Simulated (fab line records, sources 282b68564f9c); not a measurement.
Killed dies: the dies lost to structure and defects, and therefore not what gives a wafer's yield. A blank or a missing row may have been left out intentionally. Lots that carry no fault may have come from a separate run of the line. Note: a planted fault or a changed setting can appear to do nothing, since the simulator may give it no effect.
Which tool was responsible?	flow ritCmos	route of 202 steps, sampled at 1 step: 14 lots, 42 wafers

## WHAT EACH GAUGE READ, for each wafer
No reading from a measuring or inspecting step in the record can be judged against a usual standard deviation.

## WHAT TOOL EACH LOT RAN ON (gives the tool, then ch and the chambers of the sampled wafers, and finally the start)
lot	RIT_PWELL_COAT_01
L116	lithoTrack-01 ch 0, day 1 22:10
L117	lithoTrack-01 ch 0, day 2 06:28
L118	lithoTrack-03 ch 0, day 2 07:44
L119	lithoTrack-04 ch 0, day 2 12:19
L120	lithoTrack-04 ch 0, day 2 20:26
L121	lithoTrack-03 ch 0, day 2 22:44
L122	lithoTrack-01 ch 0, day 3 03:15
L123	lithoTrack-04 ch 0, day 3 07:59
L124	lithoTrack-04 ch 0, day 3 13:22
L125	lithoTrack-04 ch 0, day 3 23:17
L131	lithoTrack-04 ch 0, day 5 02:45
L134	lithoTrack-01 ch 0, day 5 15:46
L135	lithoTrack-01 ch 0, day 5 20:34
L138	lithoTrack-03 ch 0, day 6 12:47
- RIT_PWELL_COAT_01: resist thk 1300 nm.

## AS READ BY THE TOOLS THEMSELVES (means over the sampled wafers that have a number; for cases with no such wafer, the mark the record gives instead)
RIT_PWELL_COAT_01. Usual: spinSpeedRpm reads 1999.9 rpm (standard deviation 1.3).
lot	tool	spinSpeedRpm (rpm)	flag
L116	lithoTrack-01	1998.0	
L117	lithoTrack-01	2000.7	
L118	lithoTrack-03	1999.7	
L119	lithoTrack-04	1998.9	
L120	lithoTrack-04	2000.6	
L121	lithoTrack-03	2001.0	
L122	lithoTrack-01	2000.4	
L123	lithoTrack-04	2000.8	
L124	lithoTrack-04	1999.7	
L125	lithoTrack-04	1878.3	OFF
L131	lithoTrack-04	1878.0	OFF
L134	lithoTrack-01	2001.6	
L135	lithoTrack-01	1998.4	
L138	lithoTrack-03	2002.2	

## THE ANSWER, worked out from the rows above alone
Rule: a lot counts as off when the mean over its wafers that have a number is more than 3 standard deviations away from the usual mean. A lot without any number at a reading at which 4 lots or more have one is off too. All remaining lots with rows at the step are treated as sound. After the gauges, taken in route order, come the tools' own readings; for these a lot's mean is taken, as printed above. The first step at which some lot is off is used, and at that step the reading that is off furthest; a lot without a number counts as furthest.
Off at RIT_PWELL_COAT_01 (spinSpeedRpm): L125, L131.
A tool fits if, at that step or a process step before it, it ran every lot that is off, and no sound lot after the first of them. One fits: RIT_PWELL_COAT_01 on lithoTrack-04. Its last sound lot is L124 (day 3 13:22), its first lot that is off L125 (day 3 23:17): a fault that began between those two fits.
On the lots that are off, the tool's own readings at RIT_PWELL_COAT_01 differ by more than 5 times the standard deviation of the sound lots' means, which bears it out; spinSpeedRpm reads 1878.2 rpm there versus 2000.2 rpm on the sound lots.

## WHAT THE SIMULATOR HAD PUT IN
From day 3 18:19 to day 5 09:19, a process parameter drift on lithoTrack-04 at RIT_PWELL_COAT_01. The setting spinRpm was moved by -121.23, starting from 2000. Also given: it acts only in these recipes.
Struck lots among those shown: L125, L131. The rule given above showed the same thing.
